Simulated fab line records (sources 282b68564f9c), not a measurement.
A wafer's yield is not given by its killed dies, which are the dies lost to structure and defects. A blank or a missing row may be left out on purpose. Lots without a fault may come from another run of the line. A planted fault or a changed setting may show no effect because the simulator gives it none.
Lot-split experiment | flow rit-cmos | 5 lots, 23 wafers read, on a route of 202 steps

== THE SPLIT ==
At RIT_CONTACT_EXPOSE_05 (exposes mask M11, target cd 1000 nm), the setting dose-mj was moved away from the recipe's 250 on 10 of the 23 wafers read, by -6.4% to -2.6%. For the rest of the wafers, this setting stayed at what the recipe calls for.

== FROM THE SPLIT TO THE READING: what the file shows between them, 6 steps ==
- RIT_CONTACT_PEB_06
- RIT_CONTACT_DEVELOP_07: develop time 122.7 s
- RIT_CONTACT_CD_MEAS_08: target cd 1000 nm
- RIT_CONTACT_HARDBAKE_10: time 60 s
- RIT_CONTACT_ETCH_11: etches SiO2 in CHF3/CF4/Ar, stops on TiSi2, target depth 480 nm, time 320 s
- RIT_CONTACT_STRIP_12: strips in O2, time 180 s

== THE READING ==
cd-nm (nm) at RIT_CONTACT_CD_MEAS_90, where the cd target is 1000 nm. Fault-free wafers of this fab line usually give 999.7 nm, standard deviation 2.1 nm.

wafer  | tool, chamber at the split | dose-mj as run | against the recipe | cd-nm, nm | against lot-mates on the recipe
L076.1 | iline-stepper-01, 0        | 242            | -3.2%              | 992.8     | -9.9
L076.2 | iline-stepper-01, 0        | 250            | recipe             | 1003.7    | -
L076.3 | iline-stepper-01, 0        | 250            | recipe             | 1000.5    | -
L076.5 | iline-stepper-01, 0        | 250            | recipe             | 1003.8    | -
L076.6 | iline-stepper-01, 0        | 242            | -3.2%              | 993.1     | -9.6
L079.1 | iline-stepper-01, 0        | 250            | recipe             | 998.5     | -
L079.3 | iline-stepper-01, 0        | 233.9          | -6.4%              | 982.9     | -15.6
L079.4 | iline-stepper-01, 0        | 233.9          | -6.4%              | 984.8     | -13.7
L079.5 | iline-stepper-01, 0        | 250            | recipe             | 998.4     | -
L079.6 | iline-stepper-01, 0        | 233.9          | -6.4%              | 982.7     | -15.8
L078.1 | iline-stepper-02, 0        | 250            | recipe             | 1000.7    | -
L078.2 | iline-stepper-02, 0        | 250            | recipe             | 999.5     | -
L078.3 | iline-stepper-02, 0        | 243.4          | -2.6%              | 992.2     | -7.6
L078.5 | iline-stepper-02, 0        | 243.4          | -2.6%              | 991.3     | -8.5
L078.6 | iline-stepper-02, 0        | 250            | recipe             | 999.1     | -
L084.2 | iline-stepper-01, 0        | 250            | recipe             | 999.6     | -
L084.4 | iline-stepper-01, 0        | 250            | recipe             | 1001.0    | -
L084.5 | iline-stepper-01, 0        | 250            | recipe             | 999.9     | -
L085.1 | iline-stepper-01, 0        | 237.2          | -5.1%              | 985.8     | -15.2
L085.2 | iline-stepper-01, 0        | 250            | recipe             | 1000.3    | -
L085.3 | iline-stepper-01, 0        | 250            | recipe             | 1001.6    | -
L085.4 | iline-stepper-01, 0        | 237.2          | -5.1%              | 985.9     | -15.1
L085.5 | iline-stepper-01, 0        | 237.2          | -5.1%              | 982.7     | -18.2

FIT RESULTS
A straight line over all 23 wafers: cd-nm changes by +2.79 nm for each +1% of dose-mj; r = +0.97; the points scatter about the line by 1.7 nm.
The same after taking each lot's own level away (the mean of its wafers on the recipe; 23 wafers): +2.65 nm for each +1%; r = +0.97; scatter 1.6 nm.
The reading moves by 17 nm for the largest change in dose-mj, on that fit.
The span of the lots' own levels, 998.45 to 1002.67 nm, comes to 2.0 times the standard deviation stated above.
Consequently the slope shifts little with the lot-to-lot level, the two slopes agreeing.
Check: -17.7 nm against its lot-mates is what the line predicts for one of the wafers moved furthest among these (-6.4%) when that wafer is left out of the fit. It came out at -15.6 nm against them.

== ADDITIONAL SPLITS CARRIED BY THESE WAFERS ==
Other splits were also applied to these wafers ahead of the reading. Each is held against what the fit with the lots' levels taken away leaves over:
other split on the same wafers | wafers away from the commonest value | r with cd-nm (lot level and that fit taken away)
RIT_PSD_COAT_01 spin-rpm       | 10                                   | +0.11
RIT_SDANNEAL_CLEAN_01 time-s   | 15                                   | +0.35

== THE WHOLE CHAIN: every reading that the file lists as answering this split, in the file's order ==
step                   | what it does                                                                | reading                                                        | change (the file's fit)              | r (the file's)
RIT_CONTACT_DEVELOP_07 | develop time 122.7 s                                                        | CONTACT.cd-nm (the simulator's own value, which no gauge read) | +2.77 nm for each +1% of the setting | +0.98
RIT_CONTACT_CD_MEAS_08 | target cd 1000 nm                                                           | cd-nm                                                          | +2.78 nm for each +1% of the setting | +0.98
RIT_CONTACT_ETCH_11    | etches SiO2 in CHF3/CF4/Ar, stops on TiSi2, target depth 480 nm, time 320 s | CONTACT.cd-nm (the simulator's own value, which no gauge read) | +2.72 nm for each +1% of the setting | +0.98
RIT_CONTACT_CD_MEAS_90 | target cd 1000 nm                                                           | cd-nm                                                          | +2.72 nm for each +1% of the setting | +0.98

== THE FILE'S OWN FIT ==
cd-nm changes by +2.72 nm for each +1% of dose-mj, r = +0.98.
